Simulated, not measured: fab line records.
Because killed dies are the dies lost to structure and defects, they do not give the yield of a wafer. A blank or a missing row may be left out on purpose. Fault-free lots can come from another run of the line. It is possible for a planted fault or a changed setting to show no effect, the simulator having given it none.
Matching of chambers / flow berkeley cmos170 / UCB170_NWELL_ETCH_13 on rie diel-03 has 4 sister chambers
The step etches Si3N4 in CH3F/Ar/O2, stops on SiO2, target depth 246.4 nm, time 154 s. 14 wafers are shown with their chamber, then 7 later ones without.

WAFERS WITH THEIR CHAMBER
wafer=L082.3; chamber=2; throttle valve pct (%)=7.91; drypump motor current A (A)=6.0; oes product au (a.u.)=0.950
wafer=L082.4; chamber=0; throttle valve pct (%)=8.07; drypump motor current A (A)=5.6; oes product au (a.u.)=0.955
wafer=L082.6; chamber=2; throttle valve pct (%)=7.92; drypump motor current A (A)=6.0; oes product au (a.u.)=0.947
wafer=L084.2; chamber=2; throttle valve pct (%)=7.91; drypump motor current A (A)=6.0; oes product au (a.u.)=0.941
wafer=L084.3; chamber=1; throttle valve pct (%)=8.04; drypump motor current A (A)=6.0; oes product au (a.u.)=0.945
wafer=L084.4; chamber=0; throttle valve pct (%)=8.06; drypump motor current A (A)=5.6; oes product au (a.u.)=0.958
wafer=L087.1; chamber=3; throttle valve pct (%)=8.36; drypump motor current A (A)=5.6; oes product au (a.u.)=0.960
wafer=L087.4; chamber=1; throttle valve pct (%)=8.03; drypump motor current A (A)=6.0; oes product au (a.u.)=0.956
wafer=L087.6; chamber=1; throttle valve pct (%)=8.06; drypump motor current A (A)=6.0; oes product au (a.u.)=0.964
wafer=L092.1; chamber=1; throttle valve pct (%)=8.06; drypump motor current A (A)=6.0; oes product au (a.u.)=0.969
wafer=L092.3; chamber=0; throttle valve pct (%)=8.07; drypump motor current A (A)=5.6; oes product au (a.u.)=0.974
wafer=L092.4; chamber=3; throttle valve pct (%)=8.35; drypump motor current A (A)=5.6; oes product au (a.u.)=0.968
wafer=L093.4; chamber=2; throttle valve pct (%)=7.93; drypump motor current A (A)=5.9; oes product au (a.u.)=0.948
wafer=L093.5; chamber=3; throttle valve pct (%)=8.34; drypump motor current A (A)=5.7; oes product au (a.u.)=0.972

SIGNATURES (averages over the wafers above)
reading=throttle valve pct; chamber 0=8.0667; chamber 1=8.0475; chamber 2=7.9175; chamber 3=8.3500; scatter within a chamber=0.011
reading=drypump motor current A; chamber 0=5.600; chamber 1=6.000; chamber 2=5.975; chamber 3=5.633; scatter within a chamber=0.0376
reading=oes product au; chamber 0=0.96233; chamber 1=0.95850; chamber 2=0.94650; chamber 3=0.96667; scatter within a chamber=0.00811
Rule: a wafer lies at a distance from a chamber equal to the root of the sum of squares, over the readings, of (its reading less the chamber's mean, divided by the reading's scatter). If the next closest chamber is less than 2 further off than the closest, the wafer can't be placed; otherwise it belongs to the closest. The scatter: take each reading less its chamber's mean, square it, sum over the shown wafers, divide by the number of wafers less the number of chambers, and take the root.

WAFERS WITHOUT THEIR CHAMBER
wafer=L093.6; throttle valve pct (%)=7.91; drypump motor current A (A)=6.0; oes product au (a.u.)=0.944
wafer=L095.3; throttle valve pct (%)=8.03; drypump motor current A (A)=6.0; oes product au (a.u.)=0.954
wafer=L095.4; throttle valve pct (%)=8.07; drypump motor current A (A)=5.6; oes product au (a.u.)=0.963
wafer=L095.5; throttle valve pct (%)=8.03; drypump motor current A (A)=6.0; oes product au (a.u.)=0.949
wafer=L097.2; throttle valve pct (%)=8.36; drypump motor current A (A)=5.6; oes product au (a.u.)=0.963
wafer=L097.3; throttle valve pct (%)=8.06; drypump motor current A (A)=5.6; oes product au (a.u.)=0.965
wafer=L097.6; throttle valve pct (%)=8.07; drypump motor current A (A)=5.6; oes product au (a.u.)=0.961

THE CHAMBER EACH PASSED THROUGH
wafer=L093.6; from the rows above=2; in truth=2
wafer=L095.3; from the rows above=1; in truth=1
wafer=L095.4; from the rows above=0; in truth=0
wafer=L095.5; from the rows above=1; in truth=1
wafer=L097.2; from the rows above=3; in truth=3
wafer=L097.3; from the rows above=0; in truth=0
wafer=L097.6; from the rows above=0; in truth=0
Correct placement for 7 of the 7. Not placeable from these rows: 0. 0 placed wrongly.
